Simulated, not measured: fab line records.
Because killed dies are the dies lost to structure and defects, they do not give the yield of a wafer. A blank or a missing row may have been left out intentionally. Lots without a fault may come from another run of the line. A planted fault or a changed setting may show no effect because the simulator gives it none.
Comparing a struck lot with a sound one | flow rit_cmos | 18 steps out of a route of 202
Sound: the wafers L535.1, L535.5, L535.6. The struck wafers were L541.2, L541.5, L541.6. Last of all comes the cause.
Each step with rows lists, per side, the tool, then ch with its chambers, then its first start. Under that, the readings that differ: sound wafers | struck wafers | difference of the means | sigmas: that difference in standard deviations of wafers without a fault.
alike: readings whose means differ by less than 2 such deviations, and words and numbers that are the same on both sides. not compared: withheld readings, readings that some wafer has no value for, bounds like >300 that may hide the same value, and numbers for which the record gives no deviation and whose values overlap.
A row with sigmas, a row that says differs or no value, or rows on one side alone: a step with any of these is where the two part. Non-overlapping numbers with no deviation appear without sigmas and do not part them. Lack of a reading on every wafer of one side parts them only where that side has two or more wafers.

first, 4 steps without rows for these wafers: RIT_NWELL_SOFTBAKE_02 (time 60 s); RIT_NWELL_EXPOSE_03 (exposes mask M2, target cd 43900 nm); RIT_NWELL_PEB_04; RIT_NWELL_DEVELOP_05 (develop time 68 s).
RIT_NWELL_OVL_MEAS_06:
  sound: overlay-01 at day 3 12:32; struck: overlay-02 at day 4 18:59
  alike: NWELL_OVL
then, 2 steps without rows for these wafers: RIT_NWELL_HARDBAKE_07 (time 120 s); RIT_NWELL_IMPLANT_08.
RIT_NWELL_STRIP_09: strips in O2, time 180 s.
  sound on plasma_asher-01 ch 0,1, day 3 12:58; struck on plasma_asher-04 ch 0,1, day 4 19:25
  alike: drypump_motor_current_A, rf_refl_power_W
  not compared: rf_hours_counter_h
RIT_NWELL_TW_MEAS_10:
  sound: film_metro-04 at day 3 13:08; struck: film_metro-01 at day 4 19:36
  alike: NWELL_TW
then, 3 steps without rows for these wafers: RIT_PWELL_HMDS_00 (prime time 60 s); RIT_PWELL_COAT_01 (resist thk 1300 nm); RIT_PWELL_SOFTBAKE_02 (time 60 s).
RIT_PWELL_EXPOSE_03: exposes mask M3, target cd 43700 nm.
  sound on iline_stepper-01 ch 0, day 3 13:39; struck on iline_stepper-01 ch 0, day 4 20:14
  reading                       | sound                   | struck               | difference | sigmas
  exposure_dose_mJ_cm2          | 250.45 250.26 250.47    | 249.90 249.90 249.77 | -0.54      | -3
  model.PWELL.overlay_x_nm (nm) | -0.6404 -0.6404 -0.6404 | 420 420 420          | +421       |
  alike: mask, stage_vel_mm_s
then, 2 steps without rows for these wafers: RIT_PWELL_PEB_04; RIT_PWELL_DEVELOP_05 (develop time 68 s).
RIT_PWELL_OVL_MEAS_06:
  sound: overlay-02 at day 3 14:05; struck: overlay-01 at day 4 20:45
  reading        | sound        | struck            | difference | sigmas
  PWELL_OVL (nm) | 1.0 -0.4 1.7 | 420.7 420.6 419.6 | +419.5     | +99 or more
then, 1 step without rows for these wafers: RIT_PWELL_HARDBAKE_07 (time 120 s).
RIT_M1_PROBE_99:
  sound: prober-01 at day 5 03:05; struck: prober-01 at day 6 08:43
  reading                                        | sound                | struck               | difference | sigmas
  model.etest.well_edge_left.line_ohm_um         | 181.7 181.1 182.4    | 224.2 227.7 223.4    | +43.4      |
  model.etest.well_edge_right.line_ohm_um        | 182 180.1 181        | 159.9 159.8 160      | -21.1      |
  model.etest.iso_nwell_nwell.bv_v (V)           | 22.07 22.56 21.91    | 19.91 19.64 20.06    | -2.31      |
  model.etest.iso_nplus_nwell.lateral_log10_a_um | -9.444 -9.398 -9.449 | -9.528 -9.523 -9.534 | -0.098     |
  alike: killed_at_contacts, killed_at_front_end, killed_dies, killed_open, killed_short

WHERE THEY PART
Earliest at RIT_PWELL_EXPOSE_03; latest, in this record, at RIT_PWELL_OVL_MEAS_06. Later steps at which nothing parts them and some readings are alike: RIT_M1_PROBE_99.

WHY: what the simulator had put in
Scanner matching overlay: iline_stepper-01, from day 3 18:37 on, at RIT_PWELL_EXPOSE_03. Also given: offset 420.
